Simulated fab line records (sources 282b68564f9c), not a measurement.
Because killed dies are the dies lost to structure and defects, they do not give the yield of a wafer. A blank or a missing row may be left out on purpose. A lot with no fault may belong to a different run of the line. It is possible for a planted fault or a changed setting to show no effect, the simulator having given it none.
fab line records ; flow rit-cmos
record lots=5; wafers=27
route steps=202 shown ACTIVE@14 FOX2@25 SILICIDE@167 CONTACT@175 M1@200
start-h: start of the lot's first displayed wafer, in hours after the record's first day ; wait-h: hours from the lot's prior step to this one ; " same as the row above ; L1.1+2: one row covering several wafers at once ; - no value, or no start was given ; * or withheld: withheld ; < > ~ a bound
route shown NAME@n: NAME is a module with steps in the file, n the number in the route of the first one ; usual: mean and standard deviation over wafers with no fault ; same: alike in all rows ; chamber/n: place in a boat ; sites: per-site readings ; _std_site: the values' standard deviation ; _edge_site: inner sites' mean taken away from outer sites' mean ; radius-mm: for every site, how far away it sits from the centre of the wafer ; mask NAME#n: copy n ; behind: tool/chamber where the wafer was last shaped ; hold: why the lot was held/for how many hours/how that ended ; device: the n, p or np transistor that did not switch ; end of line: tests run on the same wafers once the route is complete ; a step without rows: its recipe alone ; killed: dies that structure and defects cost at the first sort, which is not the same as the wafer's yield ; map: a wafer's dies, marking killed ones x, the rest . and places with no die _
set.NAME: the setting that was run; set.NAME@STEP: the one run at that earlier step ; model.NAME: the simulator's own value behind a step, which no gauge read
lots where settings were altered on purpose, with a table for each step and a row for each wafer
## steps
# step RIT_ACTIVE_ETCH_13
# recipe stop-on=SiO2; chemistry=SF6; target=Si3N4; time-s=210; over-etch-frac=0.4; SF6_flow_sccm=200; pressure-mtorr=260; rf-w=125; target-depth-a=2100
# usual oes-product-au=0.822/0.014
lot.wafer;tool;chamber;start-h;wait-h;set.target-depth-a;oes-product-au;model.NOVOLAK_of_ACTIVE_COAT_06.thk-nm;model.SiO2_of_ACTIVE_OXIDATION_01.thk-nm;model.ACTIVE.feature-depth-nm
L074.1;rie-diel-04;1;17.04;0.1;2100;0.811;647.4;47.86;150
L074.2;rie-diel-04;2;17.04;0.1;3216;0.648;514.1;0;200.2
L074.3;rie-diel-04;0;17.04;0.1;3216;0.664;532.3;0;199.8
L074.4;rie-diel-04;3;17.04;0.1;3216;0.677;538.6;0;200.8
L074.5;rie-diel-04;3;17.04;0.1;2100;0.818;654.1;49.01;150.3
L074.6;rie-diel-04;0;17.04;0.1;2100;0.808;652.3;48.85;149.7
L078.1;rie-diel-01;1;34.84;0.1;2100;0.825;654.4;49.67;146.2
L078.2;rie-diel-01;3;34.84;0.1;2100;0.795;656.2;48.82;148.3
L078.3;rie-diel-01;2;34.84;0.1;2100;0.821;655.3;49.13;148.1
L078.4;rie-diel-01;2;34.84;0.1;2100;0.815;655.3;49.11;147.4
L078.5;rie-diel-01;1;34.84;0.1;2100;0.817;656.3;49.41;147.4
L078.6;rie-diel-01;3;34.84;0.1;2100;0.806;656.1;48.97;147.1
L080.1;rie-diel-04;3;45.36;0.1;2100;0.826;663.6;45.59;152.5
L080.2;rie-diel-04;1;45.36;0.1;2100;0.815;650.7;45.15;152.9
L080.3;rie-diel-04;0;45.36;0.1;2100;0.823;656.3;46.05;152.5
L080.4;rie-diel-04;2;45.36;0.1;2100;0.801;644;44.22;154.2
L080.5;rie-diel-04;2;45.36;0.1;2100;0.802;644.5;44.5;153
L080.6;rie-diel-04;3;45.36;0.1;2100;0.826;659.8;45.93;151.2
L082.1;rie-diel-04;1;54.83;0.1;2645;0.723;586.2;26.72;169.8
L082.2;rie-diel-04;3;54.83;0.1;2100;0.819;654.3;46.59;149.4
L082.3;rie-diel-04;0;54.83;0.1;2645;0.733;590.9;28.78;168.9
L082.4;rie-diel-04;0;54.83;0.1;2100;0.818;649.3;46.04;150.7
L082.5;rie-diel-04;3;54.83;0.1;2100;0.816;651.7;46.53;150.4
L082.6;rie-diel-04;1;54.83;0.1;2645;0.720;586.2;27.09;170
L083.1;rie-diel-01;1;60.28;0.1;2100;0.839;652.4;47.64;150.2
L083.3;rie-diel-01;0;60.28;0.1;2100;0.806;650;46.85;151.4
L083.6;rie-diel-01;0;60.28;0.1;2100;0.805;649.1;47.84;150.7
# step RIT_ACTIVE_STRIP_14
# recipe chemistry=O2; time-s=180; resist=NOVOLAK; platen-temp-c=withheld; power-w=500; pressure-mtorr=4000; o2-flow-sccm=4000
# step RIT_FOX2_CLEAN_02
# recipe chemistry=dHF; dilution=50:1; time-s=180
# step RIT_FOX2_WET_ETCH_03
# recipe chemistry=H3PO4; target=Si3N4; target-depth-nm=195; temp-c=165; time-s=2700
lot.wafer;tool;chamber;start-h;wait-h;set.target-depth-a@ACTIVE_ETCH_13;model.SiO2_of_ACTIVE_OXIDATION_01.thk-nm
L074.1;wet-bench-03;1;22.80;0.0;2100;42.46
L074.2+3+4;wet-bench-03;1;22.80;0.0;3216;0
L074.5;wet-bench-03;1;22.80;0.0;2100;43.51
L074.6;wet-bench-03;1;22.80;0.0;2100;43.33
L078.1;wet-bench-03;0;40.88;0.0;2100;44.17
L078.2;wet-bench-03;0;40.88;0.0;2100;43.44
L078.3;wet-bench-03;0;40.88;0.0;2100;43.65
L078.4;wet-bench-03;0;40.88;0.0;2100;43.69
L078.5;wet-bench-03;0;40.88;0.0;2100;43.92
L078.6;wet-bench-03;0;40.88;0.0;2100;43.53
L080.1;wet-bench-03;2;53.57;0.0;2100;40.54
L080.2;wet-bench-03;2;53.57;0.0;2100;40.1
L080.3;wet-bench-03;2;53.57;0.0;2100;40.91
L080.4;wet-bench-03;2;53.57;0.0;2100;39.31
L080.5;wet-bench-03;2;53.57;0.0;2100;39.52
L080.6;wet-bench-03;2;53.57;0.0;2100;40.78
L082.1;wet-bench-03;0;58.60;0.0;2645;23.68
L082.2;wet-bench-03;0;58.60;0.0;2100;41.26
L082.3;wet-bench-03;0;58.60;0.0;2645;25.51
L082.4;wet-bench-03;0;58.60;0.0;2100;40.81
L082.5;wet-bench-03;0;58.60;0.0;2100;41.22
L082.6;wet-bench-03;0;58.60;0.0;2645;24.02
L083.1;wet-bench-04;3;65.45;0.0;2100;42.34
L083.3;wet-bench-04;3;65.45;0.0;2100;41.63
L083.6;wet-bench-04;3;65.45;0.0;2100;42.53
# step RIT_SILICIDE_RTA_06
# recipe temp-c=750; time-s=10; idle-temp-c=25; ramp-up-s=5; ramp-down-s=10; cool-to-c=25; ambient=N2
lot.wafer;tool;chamber;start-h;wait-h;set.time-s
L074.1+3+6;rtp-anneal-02;0;55.14;0.0;10
L074.2+4+5;rtp-anneal-02;0;55.14;0.0;7.676
L078.1+4+6;rtp-anneal-02;0;72.56;0.0;10
L078.2+3+5;rtp-anneal-02;0;72.56;0.0;14.05
L080.1+3+5;rtp-anneal-01;0;85.71;0.0;8.178
L080.2+4+6;rtp-anneal-01;0;85.71;0.0;10
L082.1+2+4;rtp-anneal-02;0;89.90;0.0;5.244
L082.3+5+6;rtp-anneal-02;0;89.90;0.0;10
L083.1+3+6;rtp-anneal-01;0;100.25;0.0;10
# step RIT_CONTACT_DEVELOP_07
# recipe resist=NOVOLAK; develop-time-s=120; dev-temp-c=23
lot.wafer;tool;chamber;start-h;wait-h;set.develop-time-s
L074.1+2+3;litho-track-03;0;-;-;178.9
L074.4+5+6;litho-track-03;0;-;-;120
L078.1+2+5;litho-track-01;0;-;-;162.5
L078.3+4+6;litho-track-01;0;-;-;120
L080.1+2+5;litho-track-01;0;-;-;120
L080.3+4+6;litho-track-01;0;-;-;78.16
L082.1+5+6;litho-track-01;0;-;-;120
L082.2+3+4;litho-track-01;0;-;-;149.9
L083.1+3+6;litho-track-03;0;-;-;120
# step RIT_CONTACT_CD_MEAS_08
# recipe target-cd-nm=1000
# usual cd-nm=999.1/2.7
lot.wafer;tool;chamber;start-h;wait-h;set.develop-time-s@CONTACT_DEVELOP_07;cd-nm
L074.1;cd-sem-01;-;56.32;-;178.9;1034.6
L074.2;cd-sem-01;-;56.32;-;178.9;1032.9
L074.3;cd-sem-01;-;56.32;-;178.9;1032.7
L074.4;cd-sem-01;-;56.32;-;120;1001.3
L074.5;cd-sem-01;-;56.32;-;120;1003.7
L074.6;cd-sem-01;-;56.32;-;120;1001.3
L078.1;cd-sem-01;-;73.86;-;162.5;1022.8
L078.2;cd-sem-01;-;73.86;-;162.5;1025.5
L078.3;cd-sem-01;-;73.86;-;120;997.8
L078.4;cd-sem-01;-;73.86;-;120;999.2
L078.5;cd-sem-01;-;73.86;-;162.5;1022.9
L078.6;cd-sem-01;-;73.86;-;120;996.8
L080.1;cd-sem-01;-;86.89;-;120;995.2
L080.2;cd-sem-01;-;86.89;-;120;995.7
L080.3;cd-sem-01;-;86.89;-;78.16;959.0
L080.4;cd-sem-01;-;86.89;-;78.16;956.4
L080.5;cd-sem-01;-;86.89;-;120;994.6
L080.6;cd-sem-01;-;86.89;-;78.16;958.2
L082.1;cd-sem-01;-;91.17;-;120;997.9
L082.2;cd-sem-01;-;91.17;-;149.9;1015.6
L082.3;cd-sem-01;-;91.17;-;149.9;1018.6
L082.4;cd-sem-01;-;91.17;-;149.9;1016.0
L082.5;cd-sem-01;-;91.17;-;120;997.1
L082.6;cd-sem-01;-;91.17;-;120;999.4
L083.1;cd-sem-02;-;101.52;-;120;1000.4
L083.3;cd-sem-02;-;101.52;-;120;1003.1
L083.6;cd-sem-02;-;101.52;-;120;1001.3
# step RIT_CONTACT_HARDBAKE_10
# recipe resist=NOVOLAK; temp-c=140; time-s=60
# step RIT_CONTACT_ETCH_11
# recipe target-depth-a=4800; over-etch-frac=0.2; stop-on=TiSi2; chemistry=CHF3/CF4/Ar; target=SiO2; CHF3_flow_sccm=50; cf4-flow-sccm=10; Ar_flow_sccm=100; O2_flow_sccm=5; pressure-mtorr=100; rf-w=200; time-s=320
lot.wafer;tool;chamber;start-h;wait-h;set.develop-time-s@CONTACT_DEVELOP_07;model.CONTACT.cd-nm
L074.1;rie-diel-03;3;56.62;0.1;178.9;1035
L074.2+3;rie-diel-03;0,1;56.62;0.1;178.9;1033
L074.4;rie-diel-03;2;56.62;0.1;120;1002
L074.5;rie-diel-03;2;56.62;0.1;120;1004
L074.6;rie-diel-03;1;56.62;0.1;120;1001
L078.1;rie-diel-03;1;74.17;0.1;162.5;1023
L078.2;rie-diel-03;2;74.17;0.1;162.5;1025
L078.3;rie-diel-03;1;74.17;0.1;120;997.9
L078.4;rie-diel-03;2;74.17;0.1;120;999.2
L078.5;rie-diel-03;2;74.17;0.1;162.5;1022
L078.6;rie-diel-03;1;74.17;0.1;120;996.9
L080.1;rie-diel-03;2;87.19;0.1;120;995.2
L080.2;rie-diel-03;1;87.19;0.1;120;996
L080.3;rie-diel-03;0;87.19;0.1;78.16;958.6
L080.4;rie-diel-03;1;87.19;0.1;78.16;956.7
L080.5;rie-diel-03;0;87.19;0.1;120;994.2
L080.6;rie-diel-03;2;87.19;0.1;78.16;958.3
L082.1;rie-diel-03;1;91.53;0.1;120;998.5
L082.2;rie-diel-03;0;91.53;0.1;149.9;1015
L082.3;rie-diel-03;2;91.53;0.1;149.9;1018
L082.4;rie-diel-03;0;91.53;0.1;149.9;1016
L082.5;rie-diel-03;2;91.53;0.1;120;997.1
L082.6;rie-diel-03;1;91.53;0.1;120;999.9
L083.1;rie-diel-04;2;101.82;0.1;120;1001
L083.3;rie-diel-04;0;101.82;0.1;120;1004
L083.6;rie-diel-04;1;101.82;0.1;120;1002
# step RIT_CONTACT_STRIP_12
# recipe chemistry=O2; time-s=180; resist=NOVOLAK; platen-temp-c=withheld; power-w=500; pressure-mtorr=4000; o2-flow-sccm=4000
# step RIT_CONTACT_CD_MEAS_90
# recipe target-cd-nm=1000
# usual cd-nm=999.2/2.7
lot.wafer;tool;chamber;start-h;wait-h;set.develop-time-s@CONTACT_DEVELOP_07;cd-nm
L074.1;cd-sem-02;-;56.99;0.1;178.9;1035.1
L074.2;cd-sem-02;-;56.99;0.1;178.9;1032.2
L074.3;cd-sem-02;-;56.99;0.1;178.9;1033.2
L074.4;cd-sem-02;-;56.99;0.1;120;1001.6
L074.5;cd-sem-02;-;56.99;0.1;120;1004.2
L074.6;cd-sem-02;-;56.99;0.1;120;1001.1
L078.1;cd-sem-01;-;74.63;0.1;162.5;1023.1
L078.2;cd-sem-01;-;74.63;0.1;162.5;1025.0
L078.3;cd-sem-01;-;74.63;0.1;120;998.1
L078.4;cd-sem-01;-;74.63;0.1;120;999.2
L078.5;cd-sem-01;-;74.63;0.1;162.5;1022.2
L078.6;cd-sem-01;-;74.63;0.1;120;996.8
L080.1;cd-sem-01;-;87.56;0.1;120;995.2
L080.2;cd-sem-01;-;87.56;0.1;120;996.1
L080.3;cd-sem-01;-;87.56;0.1;78.16;958.6
L080.4;cd-sem-01;-;87.56;0.1;78.16;956.8
L080.5;cd-sem-01;-;87.56;0.1;120;994.0
L080.6;cd-sem-01;-;87.56;0.1;78.16;958.1
L082.1;cd-sem-01;-;91.89;0.1;120;998.5
L082.2;cd-sem-01;-;91.89;0.1;149.9;1015.6
L082.3;cd-sem-01;-;91.89;0.1;149.9;1018.4
L082.4;cd-sem-01;-;91.89;0.1;149.9;1015.8
L082.5;cd-sem-01;-;91.89;0.1;120;997.0
L082.6;cd-sem-01;-;91.89;0.1;120;999.9
L083.1;cd-sem-02;-;102.19;0.1;120;1001.1
L083.3;cd-sem-02;-;102.19;0.1;120;1003.4
L083.6;cd-sem-02;-;102.19;0.1;120;1001.5
# step RIT_M1_ANNEAL_15
# recipe temp-c=450; time-s=1800; ambient=forming_gas_H2N2
lot.wafer;tool;chamber;start-h;wait-h;set.time-s
L074.1+2+3+4+5+6;-;-;-;0.1;1800
L078.1+2+3+4+5+6;-;-;-;0.1;2575
L080.1+2+3+4+5+6;-;-;-;1.6;1800
L082.1+2+3+4+5+6;-;-;-;0.1;2811
L083.1+3+6;-;-;105.25;0.1;1800
# step RIT_M1_PROBE_99
lot.wafer;tool;chamber;start-h;wait-h;set.time-s@SILICIDE_RTA_06;set.develop-time-s@CONTACT_DEVELOP_07;model.etest.contact-to-gate.bv-left-v;model.etest.npoly-sal.rs-ohm-sq;model.etest.pplus-sal.rs-ohm-sq;model.etest.ppoly-sal.rs-ohm-sq;model.etest.nplus-sal.rs-ohm-sq
L074.1;prober-02;-;61.63;0.1;10;178.9;81.39;4.207;4.163;4.203;4.168
L074.5;prober-02;-;61.83;0.2;7.676;120;87.67;4.677;4.555;4.578;4.569
L074.6;prober-02;-;61.88;0.2;10;120;89.61;4.202;4.196;4.151;4.177
L078.1;prober-02;-;79.26;0.1;10;162.5;82.22;4.253;4.187;4.22;4.215
L078.2;prober-02;-;79.31;0.1;14.05;162.5;82.54;3.991;3.954;3.928;3.974
L078.3;prober-02;-;79.36;0.2;14.05;120;88.57;4.005;3.936;3.958;3.948
L078.4;prober-02;-;79.41;0.2;10;120;90.57;4.247;4.248;4.236;4.256
L078.5;prober-02;-;79.46;0.2;14.05;162.5;86.83;3.96;3.967;3.958;3.948
L078.6;prober-02;-;79.51;0.2;10;120;93.52;4.228;4.201;4.196;4.184
L080.1;prober-01;-;94.01;0.4;8.178;120;92.97;4.617;4.564;4.553;4.546
L080.2;prober-01;-;94.06;0.4;10;120;89.71;4.233;4.189;4.196;4.151
L080.3;prober-01;-;94.11;0.4;8.178;78.16;99.75;4.531;4.449;4.532;4.453
L080.4;prober-01;-;94.16;0.5;10;78.16;102.2;4.178;4.158;4.126;4.159
L080.5;prober-01;-;94.21;0.5;8.178;120;92.02;4.542;4.491;4.472;4.511
L080.6;prober-01;-;94.26;0.5;10;78.16;100.6;4.204;4.184;4.184;4.179
L082.1;prober-02;-;96.42;0.1;5.244;120;91.59;5.92;5.855;5.794;5.816
L082.2;prober-02;-;96.47;0.1;5.244;149.9;86.54;5.882;5.746;5.771;5.74
L082.3;prober-02;-;96.52;0.2;10;149.9;87.38;4.387;4.313;4.338;4.287
L082.4;prober-02;-;96.57;0.2;5.244;149.9;86.87;5.926;5.824;5.812;5.815
L082.5;prober-02;-;96.62;0.2;10;120;87.48;4.308;4.304;4.298;4.283
L082.6;prober-02;-;96.67;0.2;10;120;89.52;4.35;4.268;4.326;4.31
L083.1;prober-01;-;106.87;0.1;10;120;90.75;4.322;4.297;4.293;4.277
L083.3;prober-01;-;106.97;0.2;10;120;91.17;4.334;4.274;4.299;4.29
L083.6;prober-01;-;107.12;0.2;10;120;90.21;4.314;4.252;4.272;4.234
# killed by level:class
L083.1 GATE:geometric-particle:open=3 FOX2:geometric-particle:short=1 GATE:geometric-particle:short=1
L083.3 GATE:geometric-particle:short=4 ACTIVE:geometric-particle:open=1
L083.6 FOX2:geometric-particle:short=1 GATE:geometric-particle:open=1 REOX:geometric-particle:open=1 SPACER:geometric-particle:short=1
## key
split step=RIT_ACTIVE_ETCH_13; setting=target-depth-a; stated=2100; by=wafer
response step=RIT_ACTIVE_ETCH_13; reading=oes-product-au; change=-0.00295; per=1%; r=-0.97
response step=RIT_ACTIVE_ETCH_13; reading=model.NOVOLAK_of_ACTIVE_COAT_06.thk-nm; change=-2.34; per=1%; r=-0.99
response step=RIT_ACTIVE_ETCH_13; reading=model.SiO2_of_ACTIVE_OXIDATION_01.thk-nm; change=-0.878; per=1%; r=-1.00
response step=RIT_ACTIVE_ETCH_13; reading=model.ACTIVE.feature-depth-nm; change=+0.908; per=1%; r=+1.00
response step=RIT_FOX2_WET_ETCH_03; reading=model.SiO2_of_ACTIVE_OXIDATION_01.thk-nm; change=-0.779; per=1%; r=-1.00
split step=RIT_SILICIDE_RTA_06; setting=time-s; stated=10; by=wafer
response step=RIT_M1_PROBE_99; reading=model.etest.npoly-sal.rs-ohm-sq; change=-0.0215; per=1%; r=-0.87
response step=RIT_M1_PROBE_99; reading=model.etest.pplus-sal.rs-ohm-sq; change=-0.0206; per=1%; r=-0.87
response step=RIT_M1_PROBE_99; reading=model.etest.ppoly-sal.rs-ohm-sq; change=-0.0204; per=1%; r=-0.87
response step=RIT_M1_PROBE_99; reading=model.etest.nplus-sal.rs-ohm-sq; change=-0.0206; per=1%; r=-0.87
split step=RIT_CONTACT_DEVELOP_07; setting=develop-time-s; stated=120; by=wafer
response step=RIT_CONTACT_CD_MEAS_08; reading=cd-nm; change=+0.766; per=1%; r=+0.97
response step=RIT_CONTACT_ETCH_11; reading=model.CONTACT.cd-nm; change=+0.762; per=1%; r=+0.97
response step=RIT_CONTACT_CD_MEAS_90; reading=cd-nm; change=+0.761; per=1%; r=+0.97
response step=RIT_M1_PROBE_99; reading=model.etest.contact-to-gate.bv-left-v; change=-0.191; per=1%; r=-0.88
split step=RIT_M1_ANNEAL_15; setting=time-s; stated=1800; by=lot
response none clear
